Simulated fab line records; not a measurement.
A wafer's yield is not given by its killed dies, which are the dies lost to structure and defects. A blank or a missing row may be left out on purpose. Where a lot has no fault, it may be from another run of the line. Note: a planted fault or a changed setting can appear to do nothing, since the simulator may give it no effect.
Which tool was responsible? || flow berkeley cmos170 || Sampling: 13 lots, 39 wafers, 3 of 331 route steps

## WHAT EACH GAUGE READ, for each wafer
UCB170_M1_CD_MEAS_90: the cd target is 700 nm. Usual: 699.3 nm for cd nm, sd 2.1.
{"lot": "L300", "measured": "day 8 10:18", "on": "cd sem-02", "cd nm (nm)": "702.0 702.0 697.9", "flag": ""}
{"lot": "L304", "measured": "day 9 04:53", "on": "cd sem-02", "cd nm (nm)": "698.1 695.1 696.5", "flag": ""}
{"lot": "L301", "measured": "day 9 08:55", "on": "cd sem-02", "cd nm (nm)": "698.1 697.9 696.8", "flag": ""}
{"lot": "L303", "measured": "day 9 09:14", "on": "cd sem-01", "cd nm (nm)": "701.4 702.0 704.2", "flag": ""}
{"lot": "L306", "measured": "day 9 23:05", "on": "cd sem-02", "cd nm (nm)": "701.4 700.8 697.7", "flag": ""}
{"lot": "L308", "measured": "day 10 03:50", "on": "cd sem-02", "cd nm (nm)": "695.5 697.5 696.7", "flag": ""}
{"lot": "L307", "measured": "day 10 05:37", "on": "cd sem-02", "cd nm (nm)": "699.1 697.9 698.3", "flag": ""}
{"lot": "L313", "measured": "day 11 08:56", "on": "cd sem-02", "cd nm (nm)": "699.0 698.7 695.9", "flag": ""}
{"lot": "L316", "measured": "day 12 01:36", "on": "cd sem-02", "cd nm (nm)": "697.2 702.8 698.6", "flag": ""}
{"lot": "L317", "measured": "day 12 02:31", "on": "cd sem-01", "cd nm (nm)": "697.3 698.2 699.7", "flag": ""}
{"lot": "L315", "measured": "day 12 03:06", "on": "cd sem-02", "cd nm (nm)": "699.3 697.5 701.9", "flag": ""}
{"lot": "L321", "measured": "day 12 21:41", "on": "cd sem-02", "cd nm (nm)": "701.5 699.9 696.9", "flag": ""}
{"lot": "L320", "measured": "day 12 21:36", "on": "cd sem-01", "cd nm (nm)": "697.2 695.3 697.9", "flag": ""}

## WHICH TOOL RAN EACH LOT (tool, then ch and the chambers of the sampled wafers, then the start)
{"lot": "L300", "UCB170_CONTACT_ETCH_17": "rie diel-04 ch 0,1, day 8 08:06", "UCB170_M1_METAL_ETCH_12": "rie metal-01 ch 0,1, day 8 10:04"}
{"lot": "L304", "UCB170_CONTACT_ETCH_17": "rie diel-04 ch 0,1,2, day 9 02:17", "UCB170_M1_METAL_ETCH_12": "rie metal-01 ch 0, day 9 04:39"}
{"lot": "L301", "UCB170_CONTACT_ETCH_17": "rie diel-03 ch 0,3, day 9 05:41", "UCB170_M1_METAL_ETCH_12": "rie metal-04 ch 0, day 9 08:40"}
{"lot": "L303", "UCB170_CONTACT_ETCH_17": "rie diel-04 ch 0,1, day 9 05:43", "UCB170_M1_METAL_ETCH_12": "rie metal-01 ch 1, day 9 08:56"}
{"lot": "L306", "UCB170_CONTACT_ETCH_17": "rie diel-03 ch 0,2,3, day 9 19:44", "UCB170_M1_METAL_ETCH_12": "rie metal-01 ch 1, day 9 22:44"}
{"lot": "L308", "UCB170_CONTACT_ETCH_17": "rie diel-03 ch 0,2,3, day 10 01:46", "UCB170_M1_METAL_ETCH_12": "rie metal-01 ch 0,1, day 10 03:36"}
{"lot": "L307", "UCB170_CONTACT_ETCH_17": "rie diel-04 ch 0,1,2, day 10 03:05", "UCB170_M1_METAL_ETCH_12": "rie metal-03 ch 1, day 10 05:23"}
{"lot": "L313", "UCB170_CONTACT_ETCH_17": "rie diel-01 ch 2,3, day 11 06:37", "UCB170_M1_METAL_ETCH_12": "rie metal-04 ch 0,1, day 11 08:41"}
{"lot": "L316", "UCB170_CONTACT_ETCH_17": "rie diel-03 ch 0,2,3, day 11 23:29", "UCB170_M1_METAL_ETCH_12": "rie metal-04 ch 0,1, day 12 01:21"}
{"lot": "L317", "UCB170_CONTACT_ETCH_17": "rie diel-03 ch 2,3, day 11 23:44", "UCB170_M1_METAL_ETCH_12": "rie metal-01 ch 0,1, day 12 02:16"}
{"lot": "L315", "UCB170_CONTACT_ETCH_17": "rie diel-01 ch 0,2,3, day 12 00:17", "UCB170_M1_METAL_ETCH_12": "rie metal-03 ch 0,1, day 12 02:51"}
{"lot": "L321", "UCB170_CONTACT_ETCH_17": "rie diel-03 ch 1,2,3, day 12 16:50", "UCB170_M1_METAL_ETCH_12": "rie metal-03 ch 0,1, day 12 21:24"}
{"lot": "L320", "UCB170_CONTACT_ETCH_17": "rie diel-01 ch 1,3, day 12 17:07", "UCB170_M1_METAL_ETCH_12": "rie metal-01 ch 0,1, day 12 21:17"}
- UCB170_CONTACT_ETCH_17: etches BARC in N2/H2.
- UCB170_M1_METAL_ETCH_12: etches Al in Cl2/BCl3, stops on PSG, target depth 780 nm, time 130 s.

## AS READ BY THE TOOLS THEMSELVES (means over the sampled wafers that have a number; for cases with no such wafer, the mark the record gives instead)
UCB170_CONTACT_ETCH_17. Usual: drypump motor current A 5.7 A, standard deviation 0.52; h2 flow sccm 200.0 sccm, standard deviation 0.57; oes product au 0.992 a.u., standard deviation 0.027; throttle valve pct 13.31 %, standard deviation 0.17.
{"lot": "L300", "tool": "rie diel-04", "drypump motor current A (A)": 6.3, "h2 flow sccm (sccm)": 200.1, "oes product au (a.u.)": 0.982, "throttle valve pct (%)": 13.50, "flag": ""}
{"lot": "L304", "tool": "rie diel-04", "drypump motor current A (A)": 5.9, "h2 flow sccm (sccm)": 200.4, "oes product au (a.u.)": 0.996, "throttle valve pct (%)": 13.34, "flag": ""}
{"lot": "L301", "tool": "rie diel-03", "drypump motor current A (A)": 5.8, "h2 flow sccm (sccm)": 200.1, "oes product au (a.u.)": 0.974, "throttle valve pct (%)": 13.33, "flag": ""}
{"lot": "L303", "tool": "rie diel-04", "drypump motor current A (A)": 6.3, "h2 flow sccm (sccm)": 199.9, "oes product au (a.u.)": 0.979, "throttle valve pct (%)": 13.50, "flag": ""}
{"lot": "L306", "tool": "rie diel-03", "drypump motor current A (A)": 6.0, "h2 flow sccm (sccm)": 199.8, "oes product au (a.u.)": 0.979, "throttle valve pct (%)": 13.38, "flag": ""}
{"lot": "L308", "tool": "rie diel-03", "drypump motor current A (A)": 5.9, "h2 flow sccm (sccm)": 199.9, "oes product au (a.u.)": 0.978, "throttle valve pct (%)": 13.37, "flag": ""}
{"lot": "L307", "tool": "rie diel-04", "drypump motor current A (A)": 5.9, "h2 flow sccm (sccm)": 199.5, "oes product au (a.u.)": 0.988, "throttle valve pct (%)": 13.35, "flag": ""}
{"lot": "L313", "tool": "rie diel-01", "drypump motor current A (A)": 5.5, "h2 flow sccm (sccm)": 199.6, "oes product au (a.u.)": 1.019, "throttle valve pct (%)": 13.02, "flag": ""}
{"lot": "L316", "tool": "rie diel-03", "drypump motor current A (A)": 5.9, "h2 flow sccm (sccm)": 199.8, "oes product au (a.u.)": 0.979, "throttle valve pct (%)": 13.37, "flag": ""}
{"lot": "L317", "tool": "rie diel-03", "drypump motor current A (A)": 6.1, "h2 flow sccm (sccm)": 200.2, "oes product au (a.u.)": 0.953, "throttle valve pct (%)": 13.38, "flag": ""}
{"lot": "L315", "tool": "rie diel-01", "drypump motor current A (A)": 5.5, "h2 flow sccm (sccm)": 200.0, "oes product au (a.u.)": 0.998, "throttle valve pct (%)": 13.13, "flag": ""}
{"lot": "L321", "tool": "rie diel-03", "drypump motor current A (A)": 5.8, "h2 flow sccm (sccm)": 199.7, "oes product au (a.u.)": 0.975, "throttle valve pct (%)": 13.35, "flag": ""}
{"lot": "L320", "tool": "rie diel-01", "drypump motor current A (A)": 4.9, "h2 flow sccm (sccm)": 200.0, "oes product au (a.u.)": 1.005, "throttle valve pct (%)": 13.26, "flag": ""}

UCB170_M1_METAL_ETCH_12. Usual: drypump motor current A 5.73 A, standard deviation 0.27; oes product au 0.861 a.u., standard deviation 0.011; throttle valve pct 24.3 %, standard deviation 0.36.
{"lot": "L300", "tool": "rie metal-01", "drypump motor current A (A)": 5.86, "oes product au (a.u.)": 0.862, "throttle valve pct (%)": 24.2, "flag": ""}
{"lot": "L304", "tool": "rie metal-01", "drypump motor current A (A)": 5.74, "oes product au (a.u.)": 0.863, "throttle valve pct (%)": 23.9, "flag": ""}
{"lot": "L301", "tool": "rie metal-04", "drypump motor current A (A)": 6.12, "oes product au (a.u.)": 0.863, "throttle valve pct (%)": 23.9, "flag": ""}
{"lot": "L303", "tool": "rie metal-01", "drypump motor current A (A)": 5.93, "oes product au (a.u.)": 0.865, "throttle valve pct (%)": 24.4, "flag": ""}
{"lot": "L306", "tool": "rie metal-01", "drypump motor current A (A)": 5.91, "oes product au (a.u.)": 0.861, "throttle valve pct (%)": 24.4, "flag": ""}
{"lot": "L308", "tool": "rie metal-01", "drypump motor current A (A)": 5.87, "oes product au (a.u.)": 0.846, "throttle valve pct (%)": 24.2, "flag": ""}
{"lot": "L307", "tool": "rie metal-03", "drypump motor current A (A)": 5.29, "oes product au (a.u.)": 0.861, "throttle valve pct (%)": 24.6, "flag": ""}
{"lot": "L313", "tool": "rie metal-04", "drypump motor current A (A)": 5.95, "oes product au (a.u.)": 0.855, "throttle valve pct (%)": 24.1, "flag": ""}
{"lot": "L316", "tool": "rie metal-04", "drypump motor current A (A)": 5.82, "oes product au (a.u.)": 0.864, "throttle valve pct (%)": 24.3, "flag": ""}
{"lot": "L317", "tool": "rie metal-01", "drypump motor current A (A)": 5.87, "oes product au (a.u.)": 0.846, "throttle valve pct (%)": 24.2, "flag": ""}
{"lot": "L315", "tool": "rie metal-03", "drypump motor current A (A)": 5.41, "oes product au (a.u.)": 0.874, "throttle valve pct (%)": 24.8, "flag": ""}
{"lot": "L321", "tool": "rie metal-03", "drypump motor current A (A)": 5.42, "oes product au (a.u.)": 0.866, "throttle valve pct (%)": 24.8, "flag": ""}
{"lot": "L320", "tool": "rie metal-01", "drypump motor current A (A)": 5.79, "oes product au (a.u.)": 0.849, "throttle valve pct (%)": 24.0, "flag": ""}

## THE ANSWER, worked out from the rows above alone
Rule: take the mean of a lot's wafers that have a number; if it is more than 3 standard deviations from the usual mean, the lot is off. Also off: a lot with no number at a reading for which 4 or more lots have one. All remaining lots with rows at the step are treated as sound. The gauges are gone through in route order, then the tools' own readings, and for those a lot's mean is taken as printed above. The first step at which some lot is off is used, and at that step the reading that is off furthest; a lot without a number counts as furthest.
None of the lots is off at any reading shown; this tells nothing.

## WHAT HAD BEEN PUT IN BY THE SIMULATOR
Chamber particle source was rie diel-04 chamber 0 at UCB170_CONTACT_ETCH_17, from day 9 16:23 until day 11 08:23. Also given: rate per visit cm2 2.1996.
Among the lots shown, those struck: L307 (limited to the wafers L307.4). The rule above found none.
